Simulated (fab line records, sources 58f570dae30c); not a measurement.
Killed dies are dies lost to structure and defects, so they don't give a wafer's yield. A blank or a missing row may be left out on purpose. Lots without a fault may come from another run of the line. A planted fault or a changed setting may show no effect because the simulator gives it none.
Tool commonality check | flow berkeley_cmos170 | 14 lots, 51 wafers sampled

WHY IT WAS OPENED
At UCB170_NSD_TW_MEAS_10 the reading NSD_TW is flagged on 3 of 14 lots. Wafers without a fault read 4181, standard deviation 36.
Rule: a lot is flagged when every wafer of it that has a number lies more than 4 standard deviations from that mean, or none has a number. The other lots count as sound.

lot  | measured     | on            | NSD_TW, wafer by wafer | flag
L478 | day 6 22:18  | film_metro-02 | 4153 4168 4164         |
L480 | day 7 06:50  | film_metro-02 | 4178 4144 4144         |
L479 | day 7 06:59  | film_metro-01 | 4204 4218 4224         |
L481 | day 8 01:28  | film_metro-01 | 4229 4253 4245         |
L483 | day 8 09:56  | film_metro-01 | 4227 4239 4239         |
L487 | day 8 15:11  | film_metro-03 | 30 30 30 30 30 30      | FLAGGED
L484 | day 8 15:34  | film_metro-03 | 30 30 30 30 30 30      | FLAGGED
L482 | day 8 15:50  | film_metro-01 | 30 30 30 30 30 30      | FLAGGED
L486 | day 9 06:19  | film_metro-02 | 4127 4164 4126         |
L490 | day 10 10:39 | film_metro-03 | 4151 4173 4157         |
L495 | day 10 15:47 | film_metro-02 | 4165 4142 4156         |
L493 | day 10 16:04 | film_metro-02 | 4176 4185 4152         |
L496 | day 11 03:54 | film_metro-01 | 4191 4187 4184         |
L498 | day 11 12:41 | film_metro-01 | 4190 4193 4203         |
The numbers of the flagged lots are 30 on average: -4151 against the usual, or -99 or more standard deviations.

WHICH TOOL RAN EACH LOT
The record holds 4 process steps before the reading, out of a route of 331 steps. In each cell: the tool, then ch and the chambers that the sampled wafers went through, then the start.
lot  | flag    | UCB170_GATE_ETCH_14                | UCB170_NLDD_STRIP_10                 | UCB170_PSD_STRIP_09                  | UCB170_NSD_STRIP_09
L478 |         | rie_diel-03 ch 0,2,3, day 6 07:47  | plasma_asher-01 ch 0, day 6 11:19    | plasma_asher-01 ch 0,1, day 6 20:16  | plasma_asher-03 ch 0,1, day 6 22:11
L480 |         | rie_diel-04 ch 0,1, day 6 17:29    | plasma_asher-02 ch 0, day 6 21:57    | plasma_asher-01 ch 0,1, day 7 03:51  | plasma_asher-03 ch 0,1, day 7 06:42
L479 |         | rie_diel-03 ch 0,1,2, day 6 18:00  | plasma_asher-01 ch 0,1, day 6 22:35  | plasma_asher-01 ch 0,1, day 7 04:08  | plasma_asher-02 ch 0,1, day 7 06:53
L481 |         | rie_diel-04 ch 1,2, day 7 11:56    | plasma_asher-01 ch 1, day 7 16:04    | plasma_asher-01 ch 1, day 7 22:27    | plasma_asher-02 ch 0,1, day 8 01:22
L483 |         | rie_diel-03 ch 0,1, day 7 18:08    | plasma_asher-02 ch 0,1, day 7 22:18  | plasma_asher-03 ch 0,1, day 8 05:53  | plasma_asher-01 ch 0,1, day 8 09:50
L487 | FLAGGED | rie_diel-04 ch 0,1,2, day 8 00:23  | plasma_asher-02 ch 0, day 8 05:14    | plasma_asher-01 ch 0,1, day 8 13:32  | plasma_asher-03 ch 0,1, day 8 15:05
L484 | FLAGGED | rie_diel-03 ch 0,2,3, day 8 00:55  | plasma_asher-02 ch 0,1, day 8 05:53  | plasma_asher-03 ch 0,1, day 8 13:47  | plasma_asher-02 ch 0,1, day 8 15:27
L482 | FLAGGED | rie_diel-03 ch 0,1, day 8 00:40    | plasma_asher-01 ch 0,1, day 8 05:31  | plasma_asher-01 ch 1, day 8 14:08    | plasma_asher-01 ch 0,1, day 8 15:44
L486 |         | rie_diel-04 ch 0,2,3, day 8 17:52  | plasma_asher-01 ch 0,1, day 8 22:22  | plasma_asher-01 ch 0,1, day 9 04:25  | plasma_asher-01 ch 0,1, day 9 06:13
L490 |         | rie_diel-02 ch 0,2,3, day 9 20:59  | plasma_asher-02 ch 0,1, day 10 00:51 | plasma_asher-03 ch 0,1, day 10 08:01 | plasma_asher-01 ch 0,1, day 10 10:33
L495 |         | rie_diel-03 ch 0,1,3, day 10 01:40 | plasma_asher-02 ch 0,1, day 10 07:47 | plasma_asher-04 ch 0,1, day 10 13:07 | plasma_asher-01 ch 0,1, day 10 15:41
L493 |         | rie_diel-04 ch 1,2,3, day 10 01:54 | plasma_asher-02 ch 0,1, day 10 08:32 | plasma_asher-01 ch 0,1, day 10 13:28 | plasma_asher-01 ch 0,1, day 10 15:58
L496 |         | rie_diel-02 ch 0,1, day 10 10:58   | plasma_asher-04 ch 0,1, day 10 19:08 | plasma_asher-03 ch 0,1, day 11 01:35 | plasma_asher-02 ch 0,1, day 11 03:48
L498 |         | rie_diel-03 ch 0,1,2, day 10 23:15 | plasma_asher-04 ch 0,1, day 11 03:34 | plasma_asher-01 ch 0,1, day 11 09:49 | plasma_asher-03 ch 0,1, day 11 12:31
What these steps do:
- UCB170_GATE_ETCH_14: etches BARC in N2/H2.
- UCB170_NLDD_STRIP_10: strips in O2.
- UCB170_PSD_STRIP_09: strips in O2.
- UCB170_NSD_STRIP_09: strips in O2.
- UCB170_NSD_TW_MEAS_10

FLAGGED OVER TOTAL, TOOL BY TOOL (the gauges that took the reading come last)
step                  | tool            | lots run | flagged | share of the flagged lots | sound lots run after its first flagged lot
UCB170_GATE_ETCH_14   | rie_diel-02     | 2        | 0       | none                      | -
UCB170_GATE_ETCH_14   | rie_diel-03     | 7        | 2       | some                      | 2 (L495,L498)
UCB170_GATE_ETCH_14   | rie_diel-04     | 5        | 1       | some                      | 2 (L486,L493)
UCB170_NLDD_STRIP_10  | plasma_asher-01 | 5        | 1       | some                      | 1 (L486)
UCB170_NLDD_STRIP_10  | plasma_asher-02 | 7        | 2       | some                      | 3 (L490,L495,L493)
UCB170_NLDD_STRIP_10  | plasma_asher-04 | 2        | 0       | none                      | -
UCB170_PSD_STRIP_09   | plasma_asher-01 | 9        | 2       | some                      | 3 (L486,L493,L498)
UCB170_PSD_STRIP_09   | plasma_asher-03 | 4        | 1       | some                      | 2 (L490,L496)
UCB170_PSD_STRIP_09   | plasma_asher-04 | 1        | 0       | none                      | -
UCB170_NSD_STRIP_09   | plasma_asher-01 | 6        | 1       | some                      | 4 (L486,L490,L495,L493)
UCB170_NSD_STRIP_09   | plasma_asher-02 | 4        | 1       | some                      | 1 (L496)
UCB170_NSD_STRIP_09   | plasma_asher-03 | 4        | 1       | some                      | 1 (L498)
UCB170_NSD_TW_MEAS_10 | film_metro-01   | 6        | 1       | some                      | 2 (L496,L498)
UCB170_NSD_TW_MEAS_10 | film_metro-02   | 5        | 0       | none                      | -
UCB170_NSD_TW_MEAS_10 | film_metro-03   | 3        | 2       | some                      | 1 (L490)

WHAT THE TABLE ALLOWS
No row of the table ran every flagged lot.

WHAT THE SIMULATOR HAD PUT IN
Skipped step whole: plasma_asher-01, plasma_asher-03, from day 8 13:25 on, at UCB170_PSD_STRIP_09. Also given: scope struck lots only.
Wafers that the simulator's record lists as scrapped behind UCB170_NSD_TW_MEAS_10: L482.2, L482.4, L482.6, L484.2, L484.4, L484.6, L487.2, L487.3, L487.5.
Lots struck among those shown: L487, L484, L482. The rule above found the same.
